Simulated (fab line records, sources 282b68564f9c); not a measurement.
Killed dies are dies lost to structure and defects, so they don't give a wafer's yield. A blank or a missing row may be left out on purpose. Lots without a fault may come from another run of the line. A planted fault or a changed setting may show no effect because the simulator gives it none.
Tool commonality check | flow rit_cmos | 16 lots, 48 wafers sampled

WHY IT WAS OPENED
At RIT_GATE_OVL_MEAS_17 the reading GATE_OVL is flagged on 4 of 16 lots. Wafers without a fault read -0.3 nm, standard deviation 1.5.
Rule: a lot is flagged when every wafer of it that has a number lies more than 4 standard deviations from that mean, or none has a number. The other lots count as sound.

lot  | measured    | on         | GATE_OVL (nm), wafer by wafer | flag
L589 | day 2 21:57 | overlay-02 | -1.7 -0.7 -1.0                |
L590 | day 3 03:14 | overlay-02 | -0.3 -0.4 0.0                 |
L591 | day 3 10:04 | overlay-02 | 2.1 1.3 2.8                   |
L592 | day 3 15:53 | overlay-02 | 0.7 0.6 -1.1                  |
L594 | day 3 19:20 | overlay-01 | -0.9 -2.5 -0.9                |
L595 | day 4 02:50 | overlay-01 | -0.5 -0.1 -0.8                |
L596 | day 4 10:42 | overlay-02 | -0.2 0.5 0.3                  |
L598 | day 4 16:38 | overlay-01 | -2.3 -2.8 -2.6                |
L601 | day 5 05:41 | overlay-02 | 240.3 241.5 240.2             | FLAGGED
L602 | day 5 09:01 | overlay-01 | 238.7 238.6 239.2             | FLAGGED
L604 | day 6 01:20 | overlay-02 | 239.3 238.9 239.4             | FLAGGED
L605 | day 6 04:26 | overlay-01 | 239.6 238.4 238.0             | FLAGGED
L606 | day 6 06:08 | overlay-02 | 0.5 0.3 0.0                   |
L607 | day 6 10:10 | overlay-01 | -0.8 0.0 -0.2                 |
L609 | day 6 19:15 | overlay-02 | 2.5 3.6 2.7                   |
L612 | day 7 11:43 | overlay-02 | 0.4 0.9 1.5                   |
The numbers of the flagged lots are 239.3 nm on average: +239.6 nm against the usual, or +99 or more standard deviations.

WHICH TOOL RAN EACH LOT
The record holds 1 process step before the reading, out of a route of 202 steps. In each cell: the tool, then ch and the chambers that the sampled wafers went through, then the start.
lot  | flag    | RIT_GATE_EXPOSE_13
L589 |         | iline_stepper-02 ch 0, day 2 21:19
L590 |         | iline_stepper-02 ch 0, day 3 02:44
L591 |         | iline_stepper-01 ch 0, day 3 09:28
L592 |         | iline_stepper-01 ch 0, day 3 15:22
L594 |         | iline_stepper-02 ch 0, day 3 18:49
L595 |         | iline_stepper-01 ch 0, day 4 02:16
L596 |         | iline_stepper-01 ch 0, day 4 10:11
L598 |         | iline_stepper-01 ch 0, day 4 16:07
L601 | FLAGGED | iline_stepper-02 ch 0, day 5 05:07
L602 | FLAGGED | iline_stepper-02 ch 0, day 5 08:31
L604 | FLAGGED | iline_stepper-02 ch 0, day 6 00:49
L605 | FLAGGED | iline_stepper-02 ch 0, day 6 03:52
L606 |         | iline_stepper-01 ch 0, day 6 05:35
L607 |         | iline_stepper-01 ch 0, day 6 09:40
L609 |         | iline_stepper-01 ch 0, day 6 18:44
L612 |         | iline_stepper-01 ch 0, day 7 11:12
What these steps do:
- RIT_GATE_EXPOSE_13: exposes mask M6, target cd 150 nm.
- RIT_GATE_OVL_MEAS_17

FLAGGED OVER TOTAL, TOOL BY TOOL (the gauges that took the reading come last)
step                 | tool             | lots run | flagged | share of the flagged lots | sound lots run after its first flagged lot
RIT_GATE_EXPOSE_13   | iline_stepper-01 | 9        | 0       | none                      | -
RIT_GATE_EXPOSE_13   | iline_stepper-02 | 7        | 4       | all                       | 0
RIT_GATE_OVL_MEAS_17 | overlay-01       | 6        | 2       | some                      | 1 (L607)
RIT_GATE_OVL_MEAS_17 | overlay-02       | 10       | 2       | some                      | 3 (L606,L609,L612)

WHAT THE TABLE ALLOWS
1 row of the table ran every flagged lot: iline_stepper-02 at RIT_GATE_EXPOSE_13.
- iline_stepper-02 at RIT_GATE_EXPOSE_13: 4 of its 7 lots flagged. Its last sound lot is L594 (day 3 18:49), its first flagged lot L601 (day 5 05:07): a fault that began between those two fits.
One tool is left: iline_stepper-02 at RIT_GATE_EXPOSE_13.

WHAT THE SIMULATOR HAD PUT IN
Scanner matching overlay: iline_stepper-02, from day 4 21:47 on, at RIT_GATE_EXPOSE_13. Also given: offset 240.
Lots struck among those shown: L601, L602, L604, L605. The rule above found the same.
